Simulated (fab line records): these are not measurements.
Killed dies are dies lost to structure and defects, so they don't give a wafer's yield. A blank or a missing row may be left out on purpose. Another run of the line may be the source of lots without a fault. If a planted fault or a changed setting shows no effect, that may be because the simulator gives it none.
Split-lot study :: flow berkeley-cmos170 :: 23 wafers read from 5 lots, route of 331 steps

THE SPLIT ITSELF
At UCB170_NWELL_COAT_07 (resist thk 900 nm), the setting spin-rpm was moved away from the recipe's 1500 rpm on 7 of the 23 wafers read, by -6.8% to +4.7%. For the rest of the wafers, this setting stayed at what the recipe calls for.

The reading comes from the split's own step.

THE READING
KrF_of_NWELL_COAT_07.thk-nm (the simulator's own value, which no gauge read), in nm, at UCB170_NWELL_COAT_07 (resist thk 900 nm). No usual value for it is given in the file. Here, 16 wafers ran the recipe; their average is 899.0 nm with a standard deviation of 2.5 nm.

wafer: L076.1
tool, chamber at the split: litho-track-04, 0
spin-rpm as run, rpm: 1571
against the recipe: +4.7%
KrF_of_NWELL_COAT_07.thk-nm, nm: 880.5
against lot-mates on the recipe: -23.1

wafer: L076.2
tool, chamber at the split: litho-track-04, 0
spin-rpm as run, rpm: 1571
against the recipe: +4.7%
KrF_of_NWELL_COAT_07.thk-nm, nm: 881.4
against lot-mates on the recipe: -22.2

wafer: L076.3
tool, chamber at the split: litho-track-04, 0
spin-rpm as run, rpm: 1500
against the recipe: recipe
KrF_of_NWELL_COAT_07.thk-nm, nm: 904.1
against lot-mates on the recipe: -

wafer: L076.4
tool, chamber at the split: litho-track-04, 0
spin-rpm as run, rpm: 1500
against the recipe: recipe
KrF_of_NWELL_COAT_07.thk-nm, nm: 902.5
against lot-mates on the recipe: -

wafer: L076.5
tool, chamber at the split: litho-track-04, 0
spin-rpm as run, rpm: 1500
against the recipe: recipe
KrF_of_NWELL_COAT_07.thk-nm, nm: 904.2
against lot-mates on the recipe: -

wafer: L078.1
tool, chamber at the split: litho-track-02, 0
spin-rpm as run, rpm: 1500
against the recipe: recipe
KrF_of_NWELL_COAT_07.thk-nm, nm: 897.6
against lot-mates on the recipe: -

wafer: L078.3
tool, chamber at the split: litho-track-02, 0
spin-rpm as run, rpm: 1500
against the recipe: recipe
KrF_of_NWELL_COAT_07.thk-nm, nm: 897.9
against lot-mates on the recipe: -

wafer: L078.6
tool, chamber at the split: litho-track-02, 0
spin-rpm as run, rpm: 1500
against the recipe: recipe
KrF_of_NWELL_COAT_07.thk-nm, nm: 898.5
against lot-mates on the recipe: -

wafer: L079.1
tool, chamber at the split: litho-track-03, 0
spin-rpm as run, rpm: 1500
against the recipe: recipe
KrF_of_NWELL_COAT_07.thk-nm, nm: 896.1
against lot-mates on the recipe: -

wafer: L079.3
tool, chamber at the split: litho-track-03, 0
spin-rpm as run, rpm: 1500
against the recipe: recipe
KrF_of_NWELL_COAT_07.thk-nm, nm: 897.4
against lot-mates on the recipe: -

wafer: L079.4
tool, chamber at the split: litho-track-03, 0
spin-rpm as run, rpm: 1500
against the recipe: recipe
KrF_of_NWELL_COAT_07.thk-nm, nm: 897.8
against lot-mates on the recipe: -

wafer: L079.5
tool, chamber at the split: litho-track-03, 0
spin-rpm as run, rpm: 1500
against the recipe: recipe
KrF_of_NWELL_COAT_07.thk-nm, nm: 897.5
against lot-mates on the recipe: -

wafer: L079.6
tool, chamber at the split: litho-track-03, 0
spin-rpm as run, rpm: 1500
against the recipe: recipe
KrF_of_NWELL_COAT_07.thk-nm, nm: 896.6
against lot-mates on the recipe: -

wafer: L082.1
tool, chamber at the split: litho-track-02, 0
spin-rpm as run, rpm: 1500
against the recipe: recipe
KrF_of_NWELL_COAT_07.thk-nm, nm: 900.7
against lot-mates on the recipe: -

wafer: L082.2
tool, chamber at the split: litho-track-02, 0
spin-rpm as run, rpm: 1398
against the recipe: -6.8%
KrF_of_NWELL_COAT_07.thk-nm, nm: 929.3
against lot-mates on the recipe: +29.6

wafer: L082.3
tool, chamber at the split: litho-track-02, 0
spin-rpm as run, rpm: 1500
against the recipe: recipe
KrF_of_NWELL_COAT_07.thk-nm, nm: 899.1
against lot-mates on the recipe: -

wafer: L082.4
tool, chamber at the split: litho-track-02, 0
spin-rpm as run, rpm: 1500
against the recipe: recipe
KrF_of_NWELL_COAT_07.thk-nm, nm: 899.4
against lot-mates on the recipe: -

wafer: L082.5
tool, chamber at the split: litho-track-02, 0
spin-rpm as run, rpm: 1398
against the recipe: -6.8%
KrF_of_NWELL_COAT_07.thk-nm, nm: 929.6
against lot-mates on the recipe: +29.9

wafer: L085.1
tool, chamber at the split: litho-track-04, 0
spin-rpm as run, rpm: 1546
against the recipe: +3.1%
KrF_of_NWELL_COAT_07.thk-nm, nm: 882.1
against lot-mates on the recipe: -14.9

wafer: L085.2
tool, chamber at the split: litho-track-04, 0
spin-rpm as run, rpm: 1500
against the recipe: recipe
KrF_of_NWELL_COAT_07.thk-nm, nm: 896.8
against lot-mates on the recipe: -

wafer: L085.3
tool, chamber at the split: litho-track-04, 0
spin-rpm as run, rpm: 1546
against the recipe: +3.1%
KrF_of_NWELL_COAT_07.thk-nm, nm: 882.6
against lot-mates on the recipe: -14.4

wafer: L085.4
tool, chamber at the split: litho-track-04, 0
spin-rpm as run, rpm: 1546
against the recipe: +3.1%
KrF_of_NWELL_COAT_07.thk-nm, nm: 882
against lot-mates on the recipe: -15.0

wafer: L085.5
tool, chamber at the split: litho-track-04, 0
spin-rpm as run, rpm: 1500
against the recipe: recipe
KrF_of_NWELL_COAT_07.thk-nm, nm: 897.2
against lot-mates on the recipe: -

FIT RESULTS
A straight line over all 23 wafers: KrF_of_NWELL_COAT_07.thk-nm changes by -4.46 nm for each +1% of spin-rpm; r = -0.98; the points scatter about the line by 2.7 nm.
The same after taking each lot's own level away (the mean of its wafers on the recipe; 23 wafers): -4.55 nm for each +1%; r = -1.00; scatter 0.75 nm.
That fit puts the effect of the largest move of spin-rpm on the reading at 31 nm.
From 897.00 to 903.60 nm: that is the span of the lots' own levels, equal to 2.6 times the standard deviation above.
The two slopes are in agreement: the lot-to-lot level therefore moves the slope only a little.
Check: +31.2 nm against its lot-mates is what the line predicts for one of the wafers moved furthest among these (-6.8%) when that wafer is left out of the fit. It came out at +29.6 nm against them.

FURTHER SPLITS ON THESE WAFERS
Other splits were also applied to these wafers ahead of the reading. Each is held against what the fit with the lots' levels taken away leaves over:
other split on the same wafers: UCB170_ZERO_COAT_01 resist-thk-nm
wafers away from the commonest value: 7
r with KrF_of_NWELL_COAT_07.thk-nm (lot level and that fit taken away): +0.12

THE WHOLE CHAIN: every reading that the file lists as answering this split, in the file's order
step: UCB170_NWELL_COAT_07
what it does: resist thk 900 nm
reading: KrF_of_NWELL_COAT_07.thk-nm (the simulator's own value, which no gauge read)
change (the file's fit): -4.54 nm for each +1% of the setting
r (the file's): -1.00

step: UCB170_NWELL_STRIP_15
what it does: strips in O2
reading: strip-time-to-endpoint-s
change (the file's fit): withheld for each +1% of the setting
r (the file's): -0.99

THE FILE'S OWN FIT
KrF_of_NWELL_COAT_07.thk-nm changes by -4.54 nm for each +1% of spin-rpm, r = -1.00.
